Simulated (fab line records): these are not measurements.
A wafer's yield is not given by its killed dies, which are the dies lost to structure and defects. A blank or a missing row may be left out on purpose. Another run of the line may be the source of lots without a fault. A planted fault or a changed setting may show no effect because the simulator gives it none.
Lot-split experiment / flow ritCmos / on a route of 202 steps: 5 lots, 23 wafers read

THE SPLIT
At RIT_SILICIDE_SPUTTER_01 (material Ti, target thk 30 nm, time 240 s), the setting timeS was moved away from the recipe's 240 s on 5 of the 23 wafers read, by -11.7% to -4.4%. This setting was run at the recipe's value on the other wafers.

FROM THE SPLIT ON TO THE READING: in between, the file shows 1 step
- RIT_SILICIDE_RS_MEAS_02: measures by four-point-probe

THE READING
SILICIDE_TI_THK, in nm, at RIT_SILICIDE_THK_MEAS_03 (measures by xrf). Fault-free wafers of this fab line usually give 30.2 nm, standard deviation 0.45 nm.

wafer=L074.1; tool, chamber at the split=pvdSputter-04, -; timeS as run, s=240; against the recipe=recipe; SILICIDE_TI_THK, nm=29.7; against lot-mates on the recipe=-
wafer=L074.2; tool, chamber at the split=pvdSputter-04, -; timeS as run, s=240; against the recipe=recipe; SILICIDE_TI_THK, nm=29.9; against lot-mates on the recipe=-
wafer=L074.3; tool, chamber at the split=pvdSputter-04, -; timeS as run, s=240; against the recipe=recipe; SILICIDE_TI_THK, nm=30.1; against lot-mates on the recipe=-
wafer=L074.4; tool, chamber at the split=pvdSputter-04, -; timeS as run, s=240; against the recipe=recipe; SILICIDE_TI_THK, nm=30.2; against lot-mates on the recipe=-
wafer=L074.6; tool, chamber at the split=pvdSputter-04, -; timeS as run, s=240; against the recipe=recipe; SILICIDE_TI_THK, nm=30.0; against lot-mates on the recipe=-
wafer=L077.1; tool, chamber at the split=pvdSputter-01, -; timeS as run, s=240; against the recipe=recipe; SILICIDE_TI_THK, nm=29.7; against lot-mates on the recipe=-
wafer=L077.2; tool, chamber at the split=pvdSputter-01, -; timeS as run, s=240; against the recipe=recipe; SILICIDE_TI_THK, nm=29.8; against lot-mates on the recipe=-
wafer=L077.3; tool, chamber at the split=pvdSputter-01, -; timeS as run, s=240; against the recipe=recipe; SILICIDE_TI_THK, nm=29.8; against lot-mates on the recipe=-
wafer=L077.4; tool, chamber at the split=pvdSputter-01, -; timeS as run, s=240; against the recipe=recipe; SILICIDE_TI_THK, nm=30.2; against lot-mates on the recipe=-
wafer=L077.6; tool, chamber at the split=pvdSputter-01, -; timeS as run, s=240; against the recipe=recipe; SILICIDE_TI_THK, nm=30.1; against lot-mates on the recipe=-
wafer=L078.1; tool, chamber at the split=pvdSputter-04, -; timeS as run, s=240; against the recipe=recipe; SILICIDE_TI_THK, nm=30.0; against lot-mates on the recipe=-
wafer=L078.2; tool, chamber at the split=pvdSputter-04, -; timeS as run, s=240; against the recipe=recipe; SILICIDE_TI_THK, nm=29.9; against lot-mates on the recipe=-
wafer=L078.3; tool, chamber at the split=pvdSputter-04, -; timeS as run, s=240; against the recipe=recipe; SILICIDE_TI_THK, nm=30.2; against lot-mates on the recipe=-
wafer=L078.4; tool, chamber at the split=pvdSputter-04, -; timeS as run, s=211.8; against the recipe=-11.7%; SILICIDE_TI_THK, nm=26.6; against lot-mates on the recipe=-3.4
wafer=L078.5; tool, chamber at the split=pvdSputter-04, -; timeS as run, s=211.8; against the recipe=-11.7%; SILICIDE_TI_THK, nm=26.2; against lot-mates on the recipe=-3.8
wafer=L079.2; tool, chamber at the split=pvdSputter-01, -; timeS as run, s=240; against the recipe=recipe; SILICIDE_TI_THK, nm=29.3; against lot-mates on the recipe=-
wafer=L079.5; tool, chamber at the split=pvdSputter-01, -; timeS as run, s=240; against the recipe=recipe; SILICIDE_TI_THK, nm=29.7; against lot-mates on the recipe=-
wafer=L079.6; tool, chamber at the split=pvdSputter-01, -; timeS as run, s=240; against the recipe=recipe; SILICIDE_TI_THK, nm=29.2; against lot-mates on the recipe=-
wafer=L081.1; tool, chamber at the split=pvdSputter-01, -; timeS as run, s=229.4; against the recipe=-4.4%; SILICIDE_TI_THK, nm=27.9; against lot-mates on the recipe=-2.1
wafer=L081.2; tool, chamber at the split=pvdSputter-01, -; timeS as run, s=229.4; against the recipe=-4.4%; SILICIDE_TI_THK, nm=28.9; against lot-mates on the recipe=-1.1
wafer=L081.3; tool, chamber at the split=pvdSputter-01, -; timeS as run, s=240; against the recipe=recipe; SILICIDE_TI_THK, nm=30.0; against lot-mates on the recipe=-
wafer=L081.4; tool, chamber at the split=pvdSputter-01, -; timeS as run, s=240; against the recipe=recipe; SILICIDE_TI_THK, nm=29.9; against lot-mates on the recipe=-
wafer=L081.5; tool, chamber at the split=pvdSputter-01, -; timeS as run, s=229.4; against the recipe=-4.4%; SILICIDE_TI_THK, nm=28.5; against lot-mates on the recipe=-1.4

THE FIT
A straight line over all 23 wafers: SILICIDE_TI_THK changes by +0.3 nm for each +1% of timeS; r = +0.96; the points scatter about the line by 0.31 nm.
The same after taking each lot's own level away (the mean of its wafers on the recipe; 23 wafers): +0.314 nm for each +1%; r = +0.98; scatter 0.24 nm.
According to that fit, moving timeS by its largest amount changes the reading by 3.7 nm.
The span of the lots' own levels, 29.40 to 30.03 nm, comes to 1.4 times the standard deviation stated above.
The two slopes are in agreement: the lot-to-lot level therefore moves the slope only a little.
Check: -3.89 nm against its lot-mates is what the line predicts for one of the wafers moved furthest among these (-11.7%) when that wafer is left out of the fit. Against them it came out at -3.43 nm.

OTHER SPLITS APPLIED TO THESE WAFERS
Note: prior to the reading, these wafers also went through further splits. Each is held against what the fit with the lots' levels taken away leaves over:
other split on the same wafers=RIT_REOX_OXIDATION_03 tempC; wafers away from the commonest value=15; r with SILICIDE_TI_THK (lot level and that fit taken away)=+0.03
other split on the same wafers=RIT_NLDD_IMPLANT_08 energyKev; wafers away from the commonest value=9; r with SILICIDE_TI_THK (lot level and that fit taken away)=-0.16
other split on the same wafers=RIT_PLDD_SOFTBAKE_02 tempC; wafers away from the commonest value=5; r with SILICIDE_TI_THK (lot level and that fit taken away)=-0.10
other split on the same wafers=RIT_PLDD_IMPLANT_08 doseCm2; wafers away from the commonest value=6; r with SILICIDE_TI_THK (lot level and that fit taken away)=+0.04
other split on the same wafers=RIT_NSD_COAT_01 spinRpm; wafers away from the commonest value=10; r with SILICIDE_TI_THK (lot level and that fit taken away)=-0.28
other split on the same wafers=RIT_NSD_IMPLANT_08 doseCm2; wafers away from the commonest value=5; r with SILICIDE_TI_THK (lot level and that fit taken away)=+0.12
other split on the same wafers=RIT_PSD_DEVELOP_05 developTimeS; wafers away from the commonest value=12; r with SILICIDE_TI_THK (lot level and that fit taken away)=-0.10

THE WHOLE CHAIN: every reading that the file lists as answering this split, in the file's order
step=RIT_SILICIDE_SPUTTER_01; what it does=material Ti, target thk 30 nm, time 240 s; reading=Ti_of_SILICIDE_SPUTTER_01.thkNm (the simulator's own value, which no gauge read); change (the file's fit)=+0.304 nm for each +1% of the setting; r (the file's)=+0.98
step=RIT_SILICIDE_RS_MEAS_02; what it does=measures by four-point-probe; reading=SILICIDE_TI_RS; change (the file's fit)=-0.693 for each +1% of the setting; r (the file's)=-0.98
step=RIT_SILICIDE_THK_MEAS_03; what it does=measures by xrf; reading=SILICIDE_TI_THK; change (the file's fit)=+0.311 for each +1% of the setting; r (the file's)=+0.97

FILE'S OWN FIT
SILICIDE_TI_THK changes by +0.311 nm for each +1% of timeS, r = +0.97.
